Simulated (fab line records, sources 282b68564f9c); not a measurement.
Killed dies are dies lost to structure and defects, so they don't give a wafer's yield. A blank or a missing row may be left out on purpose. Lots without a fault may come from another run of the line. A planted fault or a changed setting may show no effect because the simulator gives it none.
A struck lot beside a sound one | flow rit_cmos | 28 steps out of a route of 202
Sound: wafers L831.3, L831.4, L831.5. Struck: wafers L841.2, L841.3, L841.4. The cause comes at the end.
At each step with rows: each side's tool, then ch and its chambers, then its first start. Under that, the readings that differ: sound wafers | struck wafers | difference of the means | sigmas: that difference in standard deviations of wafers without a fault.
alike: readings whose means differ by less than 2 such deviations, and words and numbers that are the same on both sides. not compared: withheld readings, readings that some wafer has no value for, bounds like >300 that may hide the same value, and numbers for which the record gives no deviation and whose values overlap.
The two part at a step that has a row with sigmas, a row that says differs or no value, or rows on one side only. Numbers that don't overlap but have no deviation are shown without sigmas and don't part them. A reading that every wafer of one side lacks parts them only if that side has two wafers or more.

RIT_ACTIVE_BOW_MEAS_00:
  sound on film_metro-04, day 2 21:02; struck on film_metro-01, day 4 23:01
  alike: INCOMING_BOW
RIT_ACTIVE_OXIDATION_01: target thk 46.8 nm, ox time 3360 s.
  sound on furnace-03 ch 0, day 2 22:04; struck on furnace-03 ch 0, day 5 00:11
  reading                                       | sound            | struck         | difference | sigmas
  model.SiO2_of_ACTIVE_OXIDATION_01.thk_nm (nm) | 50.5 50.27 50.43 | 54.75 54.56 54 | +4.04      |
  alike: spike_tc_centre_C
RIT_ACTIVE_THK_MEAS_02:
  sound on film_metro-04, day 3 00:01; struck on film_metro-01, day 5 02:07
  reading               | sound          | struck         | difference | sigmas
  ACTIVE_OXIDE_THK (nm) | 50.6 50.3 50.4 | 54.7 54.6 54.0 | +4.0       | +5
then, 1 step without rows for these wafers: RIT_ACTIVE_CVD_03 (deposits Si3N4 from SiH2Cl2/NH3, target thk 150 nm, time 1500 s).
RIT_ACTIVE_THK_MEAS_04:
  sound on film_metro-04, day 3 01:59; struck on film_metro-04, day 5 04:19
  alike: ACTIVE_NITRIDE_THK
then, 6 steps without rows for these wafers: RIT_ACTIVE_HMDS_05 (prime time 60 s); RIT_ACTIVE_COAT_06 (resist thk 1000 nm); RIT_ACTIVE_SOFTBAKE_07 (time 60 s); RIT_ACTIVE_EXPOSE_08 (exposes mask M1, target cd 1400 nm); RIT_ACTIVE_PEB_09; RIT_ACTIVE_DEVELOP_10 (develop time 50 s).
RIT_ACTIVE_CD_MEAS_11: target cd 1400 nm.
  sound on cd_sem-02, day 3 03:02; struck on cd_sem-02, day 5 05:14
  alike: cd_nm
then, 1 step without rows for these wafers: RIT_ACTIVE_HARDBAKE_12 (time 60 s).
RIT_ACTIVE_ETCH_13: etches Si3N4 in SF6, stops on SiO2, time 210 s, target depth 210 nm.
  sound on rie_diel-03 ch 0,2,3, day 3 03:16; struck on rie_diel-04 ch 1,2,3, day 5 05:29
  alike: drypump_motor_current_A, oes_product_au, throttle_valve_pct
  not compared: rf_hours_counter_h
RIT_ACTIVE_STRIP_14: strips in O2, time 180 s.
  sound on plasma_asher-03 ch 0,1, day 3 03:28; struck on plasma_asher-03 ch 0,1, day 5 05:37
  alike: drypump_motor_current_A
  not compared: rf_hours_counter_h
RIT_ACTIVE_CD_MEAS_90: target cd 1400 nm.
  sound on cd_sem-02, day 3 03:37; struck on cd_sem-02, day 5 05:49
  alike: cd_nm
then, 4 steps without rows for these wafers: RIT_ACTIVE_CLEAN_15 (cleans in SC1, time 600 s); RIT_ACTIVE_CLEAN_16 (cleans in dHF, time 30 s); RIT_ACTIVE_CLEAN_17 (cleans in SC2, time 600 s); RIT_FOX1_OXIDATION_00 (target thk 350.7 nm, ox time 1130 s).
RIT_FOX1_THK_MEAS_01:
  sound on film_metro-01, day 3 06:38; struck on film_metro-01, day 5 08:05
  alike: FOX1_OXIDE_THK
then, 2 steps without rows for these wafers: RIT_FOX1_WET_ETCH_02 (etches SiO2 in BOE, target depth 350 nm, time 390 s); RIT_FOX2_OXIDATION_00 (target thk 350.7 nm, ox time 1130 s).
RIT_FOX2_THK_MEAS_01:
  sound on film_metro-01, day 3 08:11; struck on film_metro-01, day 5 09:34
  alike: FOX2_OXIDE_THK
then, 1 step without rows for these wafers: RIT_FOX2_CLEAN_02 (cleans in dHF, time 180 s).
RIT_FOX2_WET_ETCH_03: etches Si3N4 in H3PO4, target depth 195 nm, time 2700 s.
  sound on wet_bench-03 ch 0, day 3 08:17; struck on wet_bench-04 ch 2, day 5 09:41
  reading                                       | sound            | struck            | difference | sigmas
  model.SiO2_of_ACTIVE_OXIDATION_01.thk_nm (nm) | 44.1 44.28 44.77 | 48.47 47.97 47.79 | +3.69      |
RIT_FOX2_THK_MEAS_90:
  sound on film_metro-03, day 3 09:04; struck on film_metro-02, day 5 10:27
  alike: FIELD_OXIDE_LEFT_1_THK
RIT_M1_PROBE_99:
  sound on prober-02, day 5 02:08; struck on prober-02, day 6 23:26
  reading                             | sound             | struck          | difference | sigmas
  model.etest.nldd.width_nm (nm)      | 3129 3144 3141    | 3084 3102 3118  | -37        |
  model.etest.pldd.width_nm (nm)      | 3126 3132 3126    | 3081 3098 3093  | -37        |
  model.etest.nmos_narrow.drive_ua_um | 216.2 223.4 228.4 | 208.6 208 215.2 | -12.1      |
  alike: killed_at_contacts, killed_at_front_end, killed_dies, killed_open, killed_short

WHERE THEY PART
Only at RIT_ACTIVE_THK_MEAS_02, within this record. Later steps at which nothing parts them and some readings are alike: RIT_ACTIVE_THK_MEAS_04, RIT_ACTIVE_CD_MEAS_11, RIT_ACTIVE_ETCH_13, RIT_ACTIVE_STRIP_14, RIT_ACTIVE_CD_MEAS_90, RIT_FOX1_THK_MEAS_01, RIT_FOX2_THK_MEAS_01, RIT_FOX2_THK_MEAS_90, RIT_M1_PROBE_99.

WHY: what the simulator had put in
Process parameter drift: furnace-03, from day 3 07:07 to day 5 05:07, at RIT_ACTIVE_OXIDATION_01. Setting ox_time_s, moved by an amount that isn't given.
